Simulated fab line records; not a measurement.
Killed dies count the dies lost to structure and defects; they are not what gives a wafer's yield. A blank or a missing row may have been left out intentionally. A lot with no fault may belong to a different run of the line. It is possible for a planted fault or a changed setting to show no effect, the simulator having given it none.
fab line records -- flow rit-cmos
record lots=7, wafers=21, last-day=7
route steps=202 shown GATE@88 REOX@98 M1@202
lots with no fault: from the same line, run without faults
start-h: start of the lot's first displayed wafer, in hours after the record's first day -- wait-h: how many hours have passed since the lot's step before this one -- " same as the row above -- L1.1+2: a single row standing in for several wafers -- - either no value or no given start -- * or withheld: withheld -- < > ~ a bound
route shown NAME@n: a module of which the file shows steps, and the number in the route of the first -- usual: average and standard deviation across the fault-free wafers -- same: alike in all rows -- chamber/n: place in a boat -- sites: each site's reading -- _std_site: the standard deviation of these -- _edge_site: the outer-site mean with the inner-site mean subtracted -- radius-mm: how far each site lies from the wafer's centre -- mask NAME#n: copy n -- behind: the most recent tool/chamber to have shaped the wafer -- hold: cause of the lot's hold/its duration in hours/its outcome -- device: the n, p or np transistor that did not switch -- end of line: tests run on the same wafers once the route is complete -- for a step that has no rows: nothing shown but its recipe -- killed: the dies lost at the first sort to structure and to defects; this is not the yield of the wafer -- map: dies across one wafer; x = killed, . = not, _ = none there
set.NAME: the run value of the setting; set.NAME@STEP: its run value at that earlier step -- model.NAME: the simulator's own value behind a step, which no gauge read
lots seen at some steps along the route; tables by step, rows by wafer
services: when a tool's chamber went out of use (start-h, in hours from the record's first day, below 0 if earlier), for how many hours, and the reason
## steps
# step RIT_GATE_SOFTBAKE_12
# recipe resist=NOVOLAK, temp-c=90, time-s=60
# step RIT_GATE_EXPOSE_13
# recipe mask-id=M6, na=0.6, source-shape=conventional, sigma-outer=0.6, target-cd-nm=150, dose-mj=374.9
# step RIT_GATE_PEB_14
# recipe resist=NOVOLAK, temp-c=withheld, time-s=withheld
# step RIT_GATE_DEVELOP_15
# recipe resist=NOVOLAK, develop-time-s=50, dev-temp-c=23
# step RIT_GATE_CD_MEAS_16
# recipe target-cd-nm=150
# usual cd-nm=150.6/2.4
lot.wafer,tool,chamber,start-h,wait-h,cd-nm
L287.2,cd-sem-02,-,37.69,-,147.9
L287.3,cd-sem-02,-,37.69,-,148.4
L287.4,cd-sem-02,-,37.69,-,148.4
L289.1,cd-sem-02,-,50.96,-,150.5
L289.2,cd-sem-02,-,50.96,-,153.1
L289.5,cd-sem-02,-,50.96,-,149.8
L295.4,cd-sem-01,-,77.93,-,147.8
L295.5,cd-sem-01,-,77.93,-,147.4
L295.6,cd-sem-01,-,77.93,-,149.5
L297.1,cd-sem-01,-,87.93,-,149.8
L297.2,cd-sem-01,-,87.93,-,151.8
L297.5,cd-sem-01,-,87.93,-,152.0
L301.1,cd-sem-01,-,106.62,-,150.5
L301.5,cd-sem-01,-,106.62,-,152.1
L301.6,cd-sem-01,-,106.62,-,154.2
L302.2,cd-sem-01,-,111.62,-,155.2
L302.5,cd-sem-01,-,111.62,-,158.2
L302.6,cd-sem-01,-,111.62,-,153.3
L309.3,cd-sem-01,-,146.81,-,146.0
L309.5,cd-sem-01,-,146.81,-,146.5
L309.6,cd-sem-01,-,146.81,-,144.7
# step RIT_GATE_OVL_MEAS_17
# usual GATE_OVL=0.1/1.5
lot.wafer,tool,chamber,start-h,wait-h,GATE_OVL[nm]
L287.2,overlay-02,-,37.79,0.1,-0.5
L287.3,overlay-02,-,37.79,0.1,-0.4
L287.4,overlay-02,-,37.79,0.1,-0.3
L289.1,overlay-01,-,51.08,0.1,-0.1
L289.2,overlay-01,-,51.08,0.1,-0.4
L289.5,overlay-01,-,51.08,0.1,-1.1
L295.4,overlay-01,-,78.01,0.1,2.4
L295.5,overlay-01,-,78.01,0.1,2.0
L295.6,overlay-01,-,78.01,0.1,0.1
L297.1,overlay-02,-,88.05,0.1,-1.7
L297.2,overlay-02,-,88.05,0.1,-2.9
L297.5,overlay-02,-,88.05,0.1,-2.6
L301.1,overlay-02,-,106.74,0.1,0.3
L301.5,overlay-02,-,106.74,0.1,-1.9
L301.6,overlay-02,-,106.74,0.1,-0.9
L302.2,overlay-01,-,111.72,0.1,1.5
L302.5,overlay-01,-,111.72,0.1,0.5
L302.6,overlay-01,-,111.72,0.1,1.0
L309.3,overlay-02,-,146.90,0.1,-1.7
L309.5,overlay-02,-,146.90,0.1,-4.3
L309.6,overlay-02,-,146.90,0.1,-1.7
# step RIT_GATE_HARDBAKE_18
# recipe resist=NOVOLAK, temp-c=140, time-s=60
# step RIT_GATE_ETCH_19
# recipe chemistry=SF6/CHF3/O2, time-s=165, SF6_flow_sccm=30, CHF3_flow_sccm=30, O2_flow_sccm=5, target=poly-Si, pressure-mtorr=40, rf-w=160, target-depth-a=3125, over-etch-frac=0.25, stop-on=SiO2
# usual drypump-motor-current-A=5.7/0.48, oes-product-au=0.856/0.016, throttle-valve-pct=10.31/0.16
lot.wafer,tool,chamber,start-h,wait-h,drypump-motor-current-A,oes-product-au,rf-hours-counter-h,throttle-valve-pct
L287.2,rie-si-02,0,37.97,0.1,6.3,0.839,41,10.30
L287.3,rie-si-02,2,37.97,0.1,6.2,0.872,0,10.31
L287.4,rie-si-02,1,37.97,0.1,5.7,0.822,-,10.57
L289.1,rie-si-02,1,51.27,0.1,5.7,0.836,30,10.56
L289.2,rie-si-02,2,51.27,0.1,6.2,0.881,0,10.31
L289.5,rie-si-02,1,51.27,0.1,5.7,0.830,-,10.57
L295.4,rie-si-02,2,78.18,0.1,6.1,0.869,0,10.30
L295.5,rie-si-02,2,78.18,0.1,6.2,0.884,-,10.30
L295.6,rie-si-02,3,78.18,0.1,5.1,0.881,-,10.18
L297.1,rie-si-02,0,88.30,0.1,6.3,0.842,42,10.29
L297.2,rie-si-02,3,88.30,0.1,5.1,0.869,103,10.15
L297.5,rie-si-02,2,88.30,0.1,6.2,0.861,-,10.31
L301.1,rie-si-02,0,106.92,0.1,6.3,0.838,42,10.30
L301.5,rie-si-02,2,106.92,0.1,6.2,0.873,-,10.29
L301.6,rie-si-02,3,106.92,0.1,5.1,0.859,-,10.16
L302.2,rie-si-01,3,111.90,0.1,5.9,0.858,68,10.06
L302.5,rie-si-01,3,111.90,0.1,5.9,0.872,-,10.05
L302.6,rie-si-01,2,111.90,0.1,6.0,0.845,-,10.35
L309.3,rie-si-02,2,147.07,0.1,6.2,0.883,1,10.29
L309.5,rie-si-02,2,147.07,0.1,6.2,0.871,-,10.29
L309.6,rie-si-02,1,147.07,0.1,5.7,0.835,-,10.57
# step RIT_GATE_STRIP_20
# recipe chemistry=O2, time-s=180, resist=NOVOLAK, platen-temp-c=withheld, power-w=500, pressure-mtorr=4000, o2-flow-sccm=4000
# usual drypump-motor-current-A=6.2/0.44
lot.wafer,tool,chamber,start-h,wait-h,drypump-motor-current-A,rf-hours-counter-h
L287.2,plasma-asher-04,1,38.08,0.1,5.4,39
L287.3,plasma-asher-04,0,38.08,0.1,5.8,-
L287.4,plasma-asher-04,1,38.08,0.1,5.4,-
L289.1,plasma-asher-01,1,51.37,0.1,6.4,40
L289.2,plasma-asher-01,0,51.37,0.1,6.6,40
L289.5,plasma-asher-01,0,51.37,0.1,6.6,-
L295.4,plasma-asher-04,0,78.35,0.1,5.8,-
L295.5,plasma-asher-04,1,78.35,0.1,5.4,-
L295.6,plasma-asher-04,0,78.35,0.1,5.8,-
L297.1,plasma-asher-02,1,88.41,0.1,5.5,30
L297.2,plasma-asher-02,0,88.41,0.1,6.4,30
L297.5,plasma-asher-02,0,88.41,0.1,6.4,-
L301.1,plasma-asher-04,0,107.03,0.1,5.7,47
L301.5,plasma-asher-04,1,107.03,0.1,5.4,-
L301.6,plasma-asher-04,0,107.03,0.1,5.8,-
L302.2,plasma-asher-01,1,112.01,0.1,6.4,46
L302.5,plasma-asher-01,0,112.01,0.1,6.6,-
L302.6,plasma-asher-01,1,112.01,0.1,6.4,-
L309.3,plasma-asher-01,0,147.24,0.1,6.5,-
L309.5,plasma-asher-01,1,147.24,0.1,6.4,-
L309.6,plasma-asher-01,0,147.24,0.1,6.5,-
# step RIT_GATE_CD_MEAS_90
# recipe target-cd-nm=150
# usual cd-nm=150.7/2.4
lot.wafer,tool,chamber,start-h,wait-h,cd-nm
L287.2,cd-sem-01,-,38.27,0.1,147.9
L287.3,cd-sem-01,-,38.27,0.1,148.3
L287.4,cd-sem-01,-,38.27,0.1,148.4
L289.1,cd-sem-01,-,51.55,0.1,150.4
L289.2,cd-sem-01,-,51.55,0.1,152.2
L289.5,cd-sem-01,-,51.55,0.1,149.8
L295.4,cd-sem-02,-,78.52,0.1,147.7
L295.5,cd-sem-02,-,78.52,0.1,146.9
L295.6,cd-sem-02,-,78.52,0.1,148.9
L297.1,cd-sem-01,-,88.59,0.1,149.9
L297.2,cd-sem-01,-,88.59,0.1,151.9
L297.5,cd-sem-01,-,88.59,0.1,151.4
L301.1,cd-sem-02,-,107.21,0.1,150.6
L301.5,cd-sem-02,-,107.21,0.1,151.8
L301.6,cd-sem-02,-,107.21,0.1,154.3
L302.2,cd-sem-02,-,112.21,0.1,155.1
L302.5,cd-sem-02,-,112.21,0.1,158.0
L302.6,cd-sem-02,-,112.21,0.1,153.5
L309.3,cd-sem-02,-,147.40,0.1,146.2
L309.5,cd-sem-02,-,147.40,0.1,146.5
L309.6,cd-sem-02,-,147.40,0.1,145.0
# step RIT_REOX_CLEAN_00
# recipe chemistry=SC1, mix=3:3:50, time-s=600, temp-c=75
# step RIT_REOX_CLEAN_01
# recipe chemistry=dHF, dilution=50:1, time-s=30
# step RIT_REOX_CLEAN_02
# recipe chemistry=SC2, mix=3:3:50, time-s=600, temp-c=75, dry=n2-spin
# usual run-length-s=628/4.2
lot.wafer,tool,chamber,start-h,wait-h,run-length-s
L287.2,wet-bench-04,2,38.57,0.0,624
L287.3,wet-bench-04,2,38.57,0.0,624
L287.4,wet-bench-04,2,38.57,0.0,624
L289.1,wet-bench-04,2,51.86,0.0,624
L289.2,wet-bench-04,2,51.86,0.0,624
L289.5,wet-bench-04,2,51.86,0.0,624
L295.4,wet-bench-02,1,78.77,0.0,628
L295.5,wet-bench-02,1,78.77,0.0,628
L295.6,wet-bench-02,1,78.77,0.0,628
L297.1,wet-bench-04,3,88.91,0.0,583
L297.2,wet-bench-04,3,88.91,0.0,583
L297.5,wet-bench-04,3,88.91,0.0,583
L301.1,wet-bench-04,3,107.52,0.0,575
L301.5,wet-bench-04,3,107.52,0.0,575
L301.6,wet-bench-04,3,107.52,0.0,575
L302.2,wet-bench-04,1,112.51,0.0,585
L302.5,wet-bench-04,1,112.51,0.0,585
L302.6,wet-bench-04,1,112.51,0.0,585
L309.3,wet-bench-02,3,147.67,0.0,625
L309.5,wet-bench-02,3,147.67,0.0,625
L309.6,wet-bench-02,3,147.67,0.0,625
# step RIT_REOX_OXIDATION_03
# recipe temp-c=900, ambient=O2, target-thk-a=252, ox-time-s=5580
# step RIT_M1_PROBE_99
# usual killed-at-front-end=6.3/2.9, killed-dies=6.4/2.9, killed-open=3.3/2.1, killed-short=3.1/1.7
# same gross-dies=264, killed_at_M0_to_M3=0, killed_at_M4_up=0, killed-at-back-side=0, killed-at-contacts=0, killed-at-other=0
lot.wafer,tool,chamber,start-h,wait-h,killed-at-front-end,killed-dies,killed-open,killed-short
L287.2,prober-01,-,58.08,0.1,8,8,3,5
L287.3,prober-01,-,58.13,0.2,6,6,3,3
L287.4,prober-01,-,58.18,0.2,2,2,1,1
L289.1,prober-01,-,71.68,0.1,10,10,5,5
L289.2,prober-01,-,71.73,0.1,6,6,2,4
L289.5,prober-01,-,71.88,0.2,6,6,2,4
L295.4,prober-01,-,98.82,0.2,6,6,1,4
L295.5,prober-01,-,98.87,0.2,9,9,2,5
L295.6,prober-01,-,98.92,0.2,5,5,3,2
L297.2,prober-01,-,107.88,0.1,17,17,8,9
L301.1,prober-02,-,128.11,0.1,3,3,1,2
L301.5,prober-02,-,128.31,0.2,6,6,6,0
L301.6,prober-02,-,128.36,0.2,8,8,3,5
L302.2,prober-01,-,133.80,0.1,6,6,4,2
L302.5,prober-01,-,133.95,0.2,5,5,2,3
L302.6,prober-01,-,134.00,0.2,9,9,3,6
L309.3,prober-02,-,170.53,0.2,6,6,0,6
L309.5,prober-02,-,170.63,0.2,2,2,2,0
L309.6,prober-02,-,170.68,0.2,6,6,1,5
# killed by level:class
L287.2 GATE:geometric-particle:open=3 SILICIDE:geometric-particle:short=2 FOX2:geometric-particle:short=1 GATE:geometric-particle:short=1 REOX:geometric-particle:short=1
L287.3 GATE:geometric-particle:open=3 FOX2:geometric-particle:short=1 GATE:geometric-particle:short=1 SILICIDE:geometric-particle:short=1
L287.4 FOX1:geometric-particle:open=1 SPACER:geometric-particle:short=1
L289.1 GATE:geometric-particle:open=3 GATE:geometric-particle:short=2 SPACER:geometric-particle:short=2 REOX:geometric-particle:open=1 REOX:geometric-particle:short=1 SPACER:geometric-particle:open=1
L289.2 GATE:geometric-particle:open=2 GATE:geometric-particle:short=2 SPACER:geometric-particle:short=1 SILICIDE:geometric-particle:short=1
L289.5 GATE:geometric-particle:short=4 SPACER:geometric-particle:open=2
L295.4 SILICIDE:geometric-particle:short=3 FOX2:geometric-particle:short=1 GATE:geometric-particle:open=1 NRETRO:coat-microbubble-printed=1
L295.5 GATE:geometric-particle:short=2 NRETRO:coat-microbubble-printed=2 FOX2:geometric-particle:short=1 GATE:geometric-particle:open=1 SPACER:geometric-particle:short=1 SILICIDE:geometric-particle:short=1 SILICIDE:geometric-particle:open=1
L295.6 ACTIVE:geometric-particle:short=1 REOX:geometric-particle:short=1 REOX:geometric-particle:open=1 SPACER:geometric-particle:open=1 SILICIDE:geometric-particle:open=1
L297.2 REOX:geometric-particle:short=5 FOX1:geometric-particle:short=3 GATE:geometric-particle:open=3 REOX:geometric-particle:open=3 SILICIDE:geometric-particle:open=2 GATE:geometric-particle:short=1
L301.1 GATE:geometric-particle:open=1 SPACER:geometric-particle:short=1 SILICIDE:geometric-particle:short=1
L301.5 FOX1:geometric-particle:open=2 REOX:geometric-particle:open=2 GATE:geometric-particle:open=1 SPACER:geometric-particle:open=1
L301.6 REOX:geometric-particle:short=2 REOX:geometric-particle:open=2 FOX1:geometric-particle:open=1 FOX1:geometric-particle:short=1 FOX2:geometric-particle:short=1 SILICIDE:geometric-particle:short=1
L302.2 GATE:geometric-particle:open=2 GATE:geometric-particle:short=1 SPACER:geometric-particle:open=1 SPACER:geometric-particle:short=1 SILICIDE:geometric-particle:open=1
L302.5 FOX1:geometric-particle:short=2 FOX1:geometric-particle:open=1 FOX2:geometric-particle:open=1 SPACER:geometric-particle:short=1
L302.6 GATE:geometric-particle:short=2 ACTIVE:geometric-particle:short=1 FOX1:geometric-particle:open=1 FOX1:geometric-particle:short=1 GATE:geometric-particle:open=1 REOX:geometric-particle:open=1 SPACER:geometric-particle:short=1 SILICIDE:geometric-particle:short=1
L309.3 GATE:geometric-particle:short=2 SILICIDE:geometric-particle:short=2 FOX1:geometric-particle:short=1 SPACER:geometric-particle:short=1
L309.5 FOX1:geometric-particle:open=2
L309.6 REOX:geometric-particle:short=2 FOX1:geometric-particle:short=1 GATE:geometric-particle:short=1 REOX:geometric-particle:open=1 SILICIDE:geometric-particle:short=1
## services
tool,chamber,start-h,hours,kind
plasma-asher-02,-,19.31,3.5,repair
rie-si-02,3,37.15,18.3,repair
plasma-asher-01,-,46.11,1.4,repair
plasma-asher-01,-,76.21,2.8,pm
rie-si-01,1,87.89,-,clean
rie-si-01,1,87.89,25.8,scheduled-down
rie-si-01,1,87.89,25.8,vent-cycle
rie-si-02,-,95.57,0.3,repair
plasma-asher-02,-,110.74,10.5,repair
plasma-asher-04,-,125.93,8.0,repair
rie-si-02,-,126.49,1.6,repair
## key
first-sign step=RIT_REOX_CLEAN_02, reading=run-length-s, direction=down, sigmas=11, usual=*, struck=*
effect none on later readings
met-at RIT_REOX_CLEAN_02
struck-wafers L297.1,L297.2,L297.5,L301.1,L301.5,L301.6,L302.2,L302.5,L302.6
tester-left-out L297,L301,L302
onset-between 51.86 88.91
fault kind=process-parameter-drift, tool=wet-bench-04, chamber=-, onset-h=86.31, steps=RIT_REOX_CLEAN_02, channel=time-s, offset=*, shape=step, end-h=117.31, acts-in=*, stated=*
# tester-left-out: of these lots the tester's yield and bins aren't shown, on N5 and GAA mostly nor the transistor test; their killed dies are dies lost to structure and defects alone, not to doping, threshold or leakage, so they don't give the yield
